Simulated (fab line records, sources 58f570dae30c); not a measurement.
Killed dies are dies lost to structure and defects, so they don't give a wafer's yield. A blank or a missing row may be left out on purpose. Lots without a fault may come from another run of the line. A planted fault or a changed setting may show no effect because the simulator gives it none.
Split-lot experiment | flow berkeley_cmos170 | 5 lots, 23 wafers read, on a route of 331 steps

THE SPLIT
At UCB170_CONTACT_ETCH_18 (etches PSG in CHF3/CF4/Ar, stops on TiSi2, target depth 840 nm, time 195 s), the setting over_etch_frac was moved away from the recipe's 0.2 on 8 of the 23 wafers read, by -29.8% to -17.2%. The other wafers ran this setting at the recipe's value.

The reading is taken at the split's own step.

THE READING
KrF_of_CONTACT_COAT_10.thk_nm (the simulator's own value, which no gauge read), in nm, at UCB170_CONTACT_ETCH_18 (etches PSG in CHF3/CF4/Ar, stops on TiSi2, target depth 840 nm, time 195 s). The file gives no usual value for it. The 15 wafers here that ran the recipe average 696.1 nm, standard deviation 3.2 nm.

wafer  | tool, chamber at the split | over_etch_frac as run | against the recipe | KrF_of_CONTACT_COAT_10.thk_nm, nm | against lot-mates on the recipe
L074.1 | rie_diel-02, 1             | 0.1656                | -17.2%             | 702.3                             | +5.3
L074.2 | rie_diel-02, 2             | 0.2                   | recipe             | 694.4                             | -
L074.3 | rie_diel-02, 3             | 0.1656                | -17.2%             | 704.1                             | +7.1
L074.4 | rie_diel-02, 0             | 0.2                   | recipe             | 699.5                             | -
L074.6 | rie_diel-02, 2             | 0.1656                | -17.2%             | 703.3                             | +6.3
L076.1 | rie_diel-01, 1             | 0.2                   | recipe             | 696.6                             | -
L076.2 | rie_diel-01, 0             | 0.2                   | recipe             | 694.9                             | -
L076.3 | rie_diel-01, 3             | 0.2                   | recipe             | 694                               | -
L076.5 | rie_diel-01, 3             | 0.1403                | -29.8%             | 705                               | +9.8
L076.6 | rie_diel-01, 0             | 0.1403                | -29.8%             | 705.7                             | +10.5
L075.1 | rie_diel-02, 0             | 0.2                   | recipe             | 699.8                             | -
L075.2 | rie_diel-02, 3             | 0.2                   | recipe             | 701.7                             | -
L075.3 | rie_diel-02, 1             | 0.2                   | recipe             | 697.3                             | -
L075.5 | rie_diel-02, 3             | 0.2                   | recipe             | 698.8                             | -
L075.6 | rie_diel-02, 1             | 0.2                   | recipe             | 699.9                             | -
L079.1 | rie_diel-03, 0             | 0.1481                | -25.9%             | 700.3                             | +8.6
L079.2 | rie_diel-03, 2             | 0.1481                | -25.9%             | 701.7                             | +10.1
L079.3 | rie_diel-03, 3             | 0.2                   | recipe             | 692.4                             | -
L079.5 | rie_diel-03, 0             | 0.2                   | recipe             | 690.9                             | -
L079.6 | rie_diel-03, 2             | 0.1481                | -25.9%             | 697.9                             | +6.2
L084.2 | rie_diel-03, 0             | 0.2                   | recipe             | 695.8                             | -
L084.3 | rie_diel-03, 3             | 0.2                   | recipe             | 693.2                             | -
L084.5 | rie_diel-03, 3             | 0.2                   | recipe             | 691.9                             | -

THE FIT
A straight line over all 23 wafers: KrF_of_CONTACT_COAT_10.thk_nm changes by -0.256 nm for each +1% of over_etch_frac; r = -0.70; the points scatter about the line by 3.2 nm.
The same after taking each lot's own level away (the mean of its wafers on the recipe; 23 wafers): -0.336 nm for each +1%; r = -0.94; scatter 1.5 nm.
On that fit, the largest move of over_etch_frac shifts the reading by 10 nm.
The lots' own levels span 691.65 to 699.50 nm, that is 2.4 times the standard deviation above.
So the lot-to-lot level blurs the effect unless lot-mates are compared.
Check: with one of the wafers moved furthest among these (-29.8%) left out of the fit, the line predicts +10.1 nm for it against its lot-mates. It came out at +9.83 nm against them.

OTHER SPLITS ON THESE WAFERS
These wafers also went through other splits before the reading. Each is held against what the fit with the lots' levels taken away leaves over:
other split on the same wafers       | wafers away from the commonest value | r with KrF_of_CONTACT_COAT_10.thk_nm (lot level and that fit taken away)
UCB170_PVT_IMPLANT_07 dose_cm2       | 9                                    | +0.01
UCB170_NLDD_EXPOSE_03 dose_mj        | 7                                    | -0.07
UCB170_NLDD_IMPLANT_08 energy_kev    | 4                                    | +0.15
UCB170_NSD_COAT_01 resist_thk_nm     | 5                                    | +0.27
UCB170_NSD_STRIP_09 power_w          | 5                                    | +0.13
UCB170_SILICIDE_SPUTTER_01 power_w   | 11                                   | -0.06
UCB170_CONTACT_CVD_01 sih4_flow_sccm | 15                                   | -0.04

THE FILE'S OWN FIT
KrF_of_CONTACT_COAT_10.thk_nm changes by -0.337 nm for each +1% of over_etch_frac, r = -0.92.
